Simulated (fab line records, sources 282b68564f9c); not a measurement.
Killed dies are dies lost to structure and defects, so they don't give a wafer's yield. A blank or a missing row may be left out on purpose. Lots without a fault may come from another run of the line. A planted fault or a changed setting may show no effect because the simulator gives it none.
Which tool did it? | flow rit_cmos | 7 lots, 21 wafers sampled, at 2 steps of a route of 202

WHAT THE GAUGES READ, wafer by wafer
RIT_REOX_THK_MEAS_04.
lot  | measured    | on            | REOX_OXIDE_THK (nm)
L289 | day 2 23:04 | film_metro-03 | 24.2 24.3 24.6
L292 | day 3 14:20 | film_metro-02 | 24.6 24.6 24.5
L294 | day 3 22:18 | film_metro-04 | 24.4 25.1 24.6
L296 | day 4 08:02 | film_metro-03 | 24.2 24.7 24.8
L304 | day 6 07:35 | film_metro-04 | 25.0 25.1 24.8
L307 | day 6 20:17 | film_metro-03 | 28.2 28.6 28.9
L309 | day 7 06:08 | film_metro-03 | 24.7 24.8 24.7

WHICH TOOL RAN EACH LOT (tool, then ch and the chambers of the sampled wafers, then the start)
lot  | RIT_REOX_OXIDATION_03
L289 | furnace-03 ch 0, day 2 20:31
L292 | furnace-03 ch 0, day 3 11:46
L294 | furnace-01 ch 0, day 3 19:45
L296 | furnace-03 ch 0, day 4 05:29
L304 | furnace-01 ch 0, day 6 05:02
L307 | furnace-03 ch 0, day 6 17:43
L309 | furnace-01 ch 0, day 7 03:35
- RIT_REOX_OXIDATION_03: target thk 25.2 nm, ox time 5580 s.

THE ANSWER, worked out from the rows above alone
Rule: what is usual is taken from the lots themselves. Put in order of their means at a reading, lots are off if they are a third of the lots or fewer, leave a main group of 4 or more, and stand apart from it by a gap of 3 or more times the standard deviation of the main group's means; of several such gaps the widest counts. A main group whose means are all the same, to the digits that the tables above print for the reading, isn't used. A lot without any number at a reading at which 4 lots or more have one is off too. The other lots that the step has rows for count as sound.
Off: L307, at RIT_REOX_THK_MEAS_04 (REOX_OXIDE_THK). The main group: mean 24.6 nm, standard deviation 0.18.
A tool fits if, at a process step before that reading, it ran every lot that is off, and no sound lot after the first of them. The gauges at RIT_REOX_THK_MEAS_04 are tried like those tools. One fits: furnace-03 at RIT_REOX_OXIDATION_03. Its last sound lot is L296 (day 4 05:29), its first lot that is off L307 (day 6 17:43): a fault that began between those two fits.

WHAT THE SIMULATOR HAD PUT IN
Process parameter drift: furnace-03, from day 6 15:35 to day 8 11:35, at RIT_REOX_OXIDATION_03. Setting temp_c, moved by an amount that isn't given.
Lots struck among those shown: L307. The rule above found the same.
